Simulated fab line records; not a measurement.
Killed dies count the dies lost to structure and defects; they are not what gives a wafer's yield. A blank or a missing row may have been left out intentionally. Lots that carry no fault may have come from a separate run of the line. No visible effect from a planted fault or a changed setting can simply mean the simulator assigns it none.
Which tool did it? | flow berkeley_cmos170 | 14 lots with 42 wafers sampled at 6 steps, on a route of 331 steps

== WHAT THE GAUGES READ, wafer by wafer ==
UCB170_START_THK_MEAS_03.
lot  | measured    | on            | START_OXIDE_THK (nm)
L705 | day 1 16:26 | film_metro-01 | 20.4 20.1 20.4
L707 | day 1 23:31 | film_metro-02 | 20.5 20.8 20.4
L709 | day 2 09:23 | film_metro-02 | 20.5 20.6 20.7
L710 | day 2 14:02 | film_metro-01 | 20.6 20.5 20.9
L711 | day 2 19:38 | film_metro-02 | 20.6 20.8 20.6
L718 | day 4 05:13 | film_metro-02 | 20.5 20.7 20.9
L721 | day 4 19:51 | film_metro-01 | 20.3 20.1 20.4
L720 | day 4 19:52 | film_metro-03 | 20.9 20.9 20.7
L723 | day 5 05:50 | film_metro-03 | 20.6 20.7 20.5
L724 | day 5 13:28 | film_metro-03 | 21.0 20.9 20.7
L725 | day 5 18:03 | film_metro-02 | 20.5 20.4 20.6
L726 | day 6 00:10 | film_metro-03 | 20.8 20.5 20.3
L727 | day 6 03:02 | film_metro-02 | 20.9 20.5 20.4
L728 | day 6 08:11 | film_metro-02 | 20.8 20.5 21.0

UCB170_PWELL_THK_MEAS_06.
lot  | measured    | on            | PWELL_NITRIDE_THK (nm)
L705 | day 3 01:26 | film_metro-02 | 221.0 219.6 222.2
L707 | day 3 04:17 | film_metro-03 | 221.5 221.5 219.8
L709 | day 3 18:04 | film_metro-04 | 220.6 220.3 220.4
L710 | day 4 06:32 | film_metro-04 | 445.0 441.9 444.5
L711 | day 4 02:41 | film_metro-02 | 219.2 220.8 219.9
L718 | day 6 00:50 | film_metro-03 | 444.6 445.1 447.5
L721 | day 5 21:01 | film_metro-02 | 219.2 221.1 220.0
L720 | day 5 21:02 | film_metro-04 | 222.2 223.9 225.1
L723 | day 6 18:08 | film_metro-02 | 218.8 219.0 219.1
L724 | day 6 18:08 | film_metro-03 | 220.5 221.0 220.9
L725 | day 6 23:16 | film_metro-04 | 218.2 219.1 218.3
L726 | day 7 16:39 | film_metro-02 | 220.1 220.7 219.2
L727 | day 7 11:43 | film_metro-02 | 221.1 220.8 220.5
L728 | day 7 16:39 | film_metro-04 | 218.5 216.4 218.9

UCB170_SCREENOX_THK_MEAS_02.
lot  | measured    | on            | SCREENOX_OXIDE_THK (nm)
L705 | day 5 02:26 | film_metro-02 | 14.45 14.34 14.31
L707 | day 5 02:30 | film_metro-02 | 14.24 14.38 14.30
L709 | day 5 19:43 | film_metro-01 | 14.61 14.42 14.52
L711 | day 6 02:01 | film_metro-01 | 14.45 14.39 14.47
L721 | day 7 23:46 | film_metro-01 | 14.40 14.35 14.52
L720 | day 7 23:47 | film_metro-03 | 14.30 14.09 14.18
L723 | day 9 02:39 | film_metro-02 | 14.60 14.76 14.68
L724 | day 8 21:45 | film_metro-03 | 14.33 14.17 14.19
L725 | day 9 02:38 | film_metro-03 | 14.55 14.49 14.39
L726 | day 9 17:44 | film_metro-02 | 14.43 14.47 14.44
L727 | day 9 17:46 | film_metro-03 | 14.09 14.21 14.00
L728 | day 9 23:29 | film_metro-03 | 14.43 14.07 14.30

== EACH LOT AND THE TOOL THAT RAN IT (in order: tool; ch and the chambers of the sampled wafers; start) ==
lot  | UCB170_ZERO_STRIP_07                | UCB170_PWELL_CVD_05        | UCB170_PWELL_ETCH_14
L705 | plasma_asher-01 ch 0,1, day 1 20:52 | lpcvd-02 ch 1, day 2 23:22 | rie_diel-01 ch 0,2,3, day 3 02:46
L707 | plasma_asher-04 ch 0,1, day 2 03:17 | lpcvd-01 ch 0, day 3 02:23 | rie_diel-02 ch 1,3, day 3 05:14
L709 | plasma_asher-04 ch 0,1, day 2 13:26 | lpcvd-01 ch 0, day 3 16:10 | rie_diel-01 ch 0,2,3, day 3 19:13
L710 | plasma_asher-02 ch 0,1, day 2 20:35 | lpcvd-02 ch 1, day 4 00:46 | rie_diel-04 ch 1,2,3, day 4 07:37
L711 | plasma_asher-01 ch 0,1, day 2 23:30 | lpcvd-02 ch 1, day 4 00:46 | rie_diel-02 ch 2,3, day 4 04:14
L718 | plasma_asher-04 ch 0,1, day 4 09:59 | lpcvd-02 ch 1, day 5 19:05 | rie_diel-04 ch 0,1,2, day 6 02:07
L721 | plasma_asher-04 ch 0,1, day 4 23:11 | lpcvd-02 ch 0, day 5 19:05 | rie_diel-01 ch 0,2,3, day 5 23:11
L720 | plasma_asher-02 ch 0,1, day 4 22:59 | lpcvd-02 ch 1, day 5 19:05 | rie_diel-02 ch 1,2,3, day 5 23:16
L723 | plasma_asher-04 ch 0,1, day 5 08:38 | lpcvd-02 ch 0, day 6 16:12 | rie_diel-02 ch 1,2, day 6 19:31
L724 | plasma_asher-02 ch 0,1, day 5 17:26 | lpcvd-02 ch 0, day 6 16:12 | rie_diel-04 ch 0,1,3, day 6 19:14
L725 | plasma_asher-04 ch 0,1, day 5 23:29 | lpcvd-02 ch 1, day 6 21:20 | rie_diel-01 ch 1,3, day 7 00:19
L726 | plasma_asher-02 ch 0,1, day 6 04:27 | lpcvd-01 ch 1, day 7 14:44 | rie_diel-02 ch 0,3, day 7 17:47
L727 | plasma_asher-02 ch 0,1, day 6 07:17 | lpcvd-01 ch 1, day 7 07:23 | rie_diel-02 ch 0,1,2, day 7 12:49
L728 | plasma_asher-01 ch 0,1, day 6 12:25 | lpcvd-01 ch 0, day 7 14:44 | rie_diel-04 ch 0,1, day 7 17:54
- UCB170_ZERO_STRIP_07: strips in O2.
- UCB170_PWELL_CVD_05: deposits Si3N4 from SiH2Cl2/NH3, target thk 220 nm, time 3300 s.
- UCB170_PWELL_ETCH_14: etches Si3N4 in CH3F/Ar/O2, stops on SiO2, target depth 242 nm, time 151 s.

== WHAT THE TOOLS THEMSELVES READ (means of the sampled wafers that have a number; where no wafer has one, the mark that the record gives instead) ==
UCB170_ZERO_STRIP_07.
lot  | tool            | drypump_motor_current_A (A) | oes_product_au (a.u.) | strip_time_to_endpoint_s (s)
L705 | plasma_asher-01 | 5.3                         | 0.730                 | 21.40
L707 | plasma_asher-04 | 5.3                         | 0.729                 | 21.45
L709 | plasma_asher-04 | 5.3                         | 0.726                 | 21.43
L710 | plasma_asher-02 | 6.6                         | 0.727                 | 21.48
L711 | plasma_asher-01 | 5.3                         | 0.726                 | 21.45
L718 | plasma_asher-04 | 5.4                         | 0.728                 | 21.48
L721 | plasma_asher-04 | 5.4                         | 0.729                 | 21.53
L720 | plasma_asher-02 | 6.5                         | 0.728                 | 21.55
L723 | plasma_asher-04 | 5.3                         | 0.728                 | 21.50
L724 | plasma_asher-02 | 6.6                         | 0.727                 | 21.45
L725 | plasma_asher-04 | 5.2                         | 0.725                 | 21.51
L726 | plasma_asher-02 | 6.5                         | 0.727                 | 21.56
L727 | plasma_asher-02 | 6.6                         | 0.725                 | 21.37
L728 | plasma_asher-01 | 5.3                         | 0.724                 | 21.55

UCB170_PWELL_CVD_05.
lot  | tool     | pressure_mtorr (mTorr) | zone_power_centre_pct (%)
L705 | lpcvd-02 | 199.5                  | 41
L707 | lpcvd-01 | 199.6                  | 42
L709 | lpcvd-01 | 200.0                  | 43
L710 | lpcvd-02 | 200.0                  | 41
L711 | lpcvd-02 | 199.7                  | 41
L718 | lpcvd-02 | 200.0                  | 41
L721 | lpcvd-02 | 200.3                  | 33
L720 | lpcvd-02 | 199.9                  | 41
L723 | lpcvd-02 | 200.1                  | 33
L724 | lpcvd-02 | 200.3                  | 33
L725 | lpcvd-02 | 199.6                  | 40
L726 | lpcvd-01 | 200.3                  | 40
L727 | lpcvd-01 | 199.8                  | 39
L728 | lpcvd-01 | 200.2                  | 43

UCB170_PWELL_ETCH_14.
lot  | tool        | CH3F_flow_sccm (sccm) | drypump_motor_current_A (A) | oes_product_au (a.u.) | throttle_valve_pct (%)
L705 | rie_diel-01 | 19.97                 | 6.1                         | 0.951                 | 8.12
L707 | rie_diel-02 | 20.07                 | 5.5                         | 0.957                 | 8.08
L709 | rie_diel-01 | 19.97                 | 6.1                         | 0.949                 | 8.13
L710 | rie_diel-04 | 19.95                 | 5.6                         | 0.993                 | 8.12
L711 | rie_diel-02 | 19.97                 | 6.0                         | 0.950                 | 8.22
L718 | rie_diel-04 | 19.98                 | 5.7                         | 0.990                 | 8.11
L721 | rie_diel-01 | 20.02                 | 6.1                         | 0.947                 | 8.12
L720 | rie_diel-02 | 20.01                 | 5.7                         | 0.961                 | 8.15
L723 | rie_diel-02 | 20.00                 | 5.6                         | 0.949                 | 8.19
L724 | rie_diel-04 | 20.03                 | 5.8                         | 0.931                 | 8.00
L725 | rie_diel-01 | 20.04                 | 5.7                         | 0.934                 | 8.05
L726 | rie_diel-02 | 20.00                 | 6.2                         | 0.951                 | 8.09
L727 | rie_diel-02 | 19.98                 | 5.7                         | 0.956                 | 8.10
L728 | rie_diel-04 | 19.95                 | 6.0                         | 0.920                 | 8.06

== THE ANSWER, worked out from the rows above alone ==
Rule: usual is defined by the lots themselves. The widest of any qualifying gaps counts: lots, ordered by their means at a reading, are off when they make up no more than a third of the lots, leave a main group of 4 or more, and stand apart from it by 3 or more times the standard deviation of that group's means. A main group whose means are all the same, to the digits that the tables above print for the reading, isn't used. Also off: a lot with no number at a reading for which 4 or more lots have one. All remaining lots with rows at the step are treated as sound. Order of review: gauges by route order, followed by the tools' own readings, for which a lot's mean as printed above is used. The first step at which some lot is off is used, and at that step the reading that is off furthest; a lot without a number counts as furthest.
Off: L710, L718, at UCB170_PWELL_THK_MEAS_06 (PWELL_NITRIDE_THK). Main group: mean 220.3 nm, sd 1.4.
If a tool, at a process step before that reading, ran all the lots that are off and no sound lot after the first of them, it fits. The gauges at UCB170_PWELL_THK_MEAS_06 are tried like those tools. None of those tried fits.

== WHAT THE SIMULATOR HAD PUT IN ==
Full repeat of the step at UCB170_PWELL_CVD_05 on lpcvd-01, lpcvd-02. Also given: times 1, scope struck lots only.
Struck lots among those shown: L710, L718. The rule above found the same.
